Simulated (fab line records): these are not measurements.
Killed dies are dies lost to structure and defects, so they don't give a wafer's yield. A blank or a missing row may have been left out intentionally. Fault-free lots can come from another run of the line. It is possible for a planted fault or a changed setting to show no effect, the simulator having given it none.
The tool behind it: which one?	flow ritCmos	7 lots with 21 wafers sampled at 2 steps, on a route of 202 steps

== WHAT THE GAUGES READ, wafer by wafer ==
RIT_SPACER_THK_MEAS_04.
lot	measured	on	SPACER_NITRIDE_THK (nm)
L520	day 3 06:58	filmMetro-04	245.6 244.6 245.8
L522	day 3 21:14	filmMetro-02	247.7 247.3 247.1
L525	day 4 18:44	filmMetro-03	248.4 250.2 251.4
L528	day 5 01:46	filmMetro-02	354.6 353.2 353.0 354.7 353.1 353.0
L536	day 6 14:47	filmMetro-04	249.8 249.5 247.8
L539	day 7 07:30	filmMetro-02	250.8 250.7 247.2
L542	day 8 02:07	filmMetro-04	255.5 255.1 254.7

== TOOL THAT RAN EACH LOT (tool first, then ch and the chambers of the sampled wafers, then the start) ==
lot	RIT_SPACER_CVD_03
L520	lpcvd-02 ch 0, day 3 05:04
L522	lpcvd-01 ch 1, day 3 19:19
L525	lpcvd-01 ch 0, day 4 16:49
L528	lpcvd-02 ch 0, day 4 23:50
L536	lpcvd-01 ch 1, day 6 12:52
L539	lpcvd-01 ch 0, day 7 05:35
L542	lpcvd-02 ch 1, day 8 00:11
- RIT_SPACER_CVD_03: deposits Si3N4 from SiH2Cl2/NH3, target thk 250 nm, time 3300 s.

== THE ANSWER, worked out from the rows above alone ==
Rule: the lots themselves supply what counts as usual. Put in order of their means at a reading, lots are off if they are a third of the lots or fewer, leave a main group of 4 or more, and stand apart from it by a gap of 3 or more times the standard deviation of the main group's means; of several such gaps the widest counts. Not used: any main group whose means are identical at the precision the tables above print for the reading. Also off: a lot with no number at a reading for which 4 or more lots have one. All remaining lots with rows at the step are treated as sound.
Off: L528, seen at RIT_SPACER_THK_MEAS_04 (SPACER_NITRIDE_THK). The main group: mean 249.4 nm, standard deviation 3.
A tool fits if, at a process step before that reading, it ran every lot that is off, and no sound lot after the first of them. Gauges at RIT_SPACER_THK_MEAS_04: tried the same way as those tools. Not one of the candidates tried fits.

== WHAT WAS PUT IN BY THE SIMULATOR ==
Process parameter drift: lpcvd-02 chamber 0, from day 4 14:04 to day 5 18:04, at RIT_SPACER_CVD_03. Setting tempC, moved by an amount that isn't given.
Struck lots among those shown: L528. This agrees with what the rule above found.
